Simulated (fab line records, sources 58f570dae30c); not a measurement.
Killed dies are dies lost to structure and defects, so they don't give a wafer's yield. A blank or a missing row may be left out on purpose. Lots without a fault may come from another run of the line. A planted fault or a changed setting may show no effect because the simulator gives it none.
A struck lot beside a sound one | flow berkeley_cmos170 | 14 steps out of a route of 331
Sound: wafers L494.1, L494.2, L494.6. Struck: wafer L493.1. (L493.3, L493.4 of the same lot were not struck and are left out.) The cause comes at the end.
At each step with rows: each side's tool, then ch and its chambers, then its first start. Under that, the readings that differ: sound wafers | struck wafers | difference of the means | sigmas: that difference in standard deviations of wafers without a fault.
alike: readings whose means differ by less than 2 such deviations, and words and numbers that are the same on both sides. not compared: withheld readings, readings that some wafer has no value for, bounds like >300 that may hide the same value, and numbers for which the record gives no deviation and whose values overlap.
The two part at a step that has a row with sigmas, a row that says differs or no value, or rows on one side only. Numbers that don't overlap but have no deviation are shown without sigmas and don't part them. A reading that every wafer of one side lacks parts them only if that side has two wafers or more.

first, 2 steps without rows for these wafers: UCB170_GATE_ANNEAL_03 (time 1800 s); UCB170_GATE_CVD_04 (deposits poly-Si from SiH4, time 1440 s, target thk 214 nm).
UCB170_GATE_THK_MEAS_05:
  sound on film_metro-01, day 8 10:23; struck on film_metro-01, day 8 10:27
  alike: GATE_POLY_THK
then, 6 steps without rows for these wafers: UCB170_GATE_COAT_06; UCB170_GATE_COAT_07 (resist thk 900 nm); UCB170_GATE_SOFTBAKE_08 (time 60 s); UCB170_GATE_EXPOSE_09 (exposes mask POLY, target cd 350 nm); UCB170_GATE_PEB_10; UCB170_GATE_DEVELOP_11 (develop time 45 s).
UCB170_GATE_CD_MEAS_12: target cd 350 nm.
  sound on cd_sem-02, day 8 11:49; struck on cd_sem-01, day 8 11:52
  alike: cd_nm
UCB170_GATE_OVL_MEAS_13:
  sound on overlay-02, day 8 11:56; struck on overlay-02, day 8 11:59
  alike: GATE_OVL
UCB170_GATE_ETCH_14: etches BARC in N2/H2.
  sound on rie_diel-02 ch 0,1,3, day 8 11:58; struck on rie_diel-04 ch 2, day 8 12:01
  alike: chamber_pressure_mTorr, drypump_motor_current_A, oes_product_au, throttle_valve_pct
UCB170_GATE_ETCH_15: etches poly-Si in HBr/Cl2, stops on SiO2, time 56.3 s, target depth 278.2 nm.
  sound on rie_si-01 ch 0,1,3, day 8 12:01; struck on rie_si-02 ch 0, day 8 12:04
  reading                               | sound             | struck | difference | sigmas
  oes_product_au (a.u.)                 | 0.822 0.837 0.817 | 0.691  | -0.134     | -16
  model.GATE.feature_depth_nm (nm)      | 213.4 213.5 211.7 | 161.9  | -51.0      |
  model.etch.depth_nm (nm)              | 213.3 213.5 211.7 | 161.9  | -50.9      |
  model.KrF_of_GATE_COAT_07.thk_nm (nm) | 777.9 776.4 777.1 | 823.4  | +46.3      |
  alike: chamber_pressure_mTorr, drypump_motor_current_A, throttle_valve_pct
  not compared: rf_hours_counter_h
UCB170_GATE_STRIP_16: strips in O2.
  sound on plasma_asher-01 ch 0,1, day 8 12:04; struck on plasma_asher-03 ch 1, day 8 12:07
  reading               | sound             | struck | difference | sigmas
  oes_product_au (a.u.) | 0.724 0.716 0.725 | 0.734  | +0.012     | +3
  alike: chamber_pressure_mTorr, drypump_motor_current_A
  not compared: rf_hours_counter_h

WHERE THEY PART
First at UCB170_GATE_ETCH_15; last, within this record, at UCB170_GATE_STRIP_16.

WHY: what the simulator had put in
Process parameter drift: rie_si-02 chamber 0, from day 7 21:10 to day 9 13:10, at UCB170_GATE_ETCH_15. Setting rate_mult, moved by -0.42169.
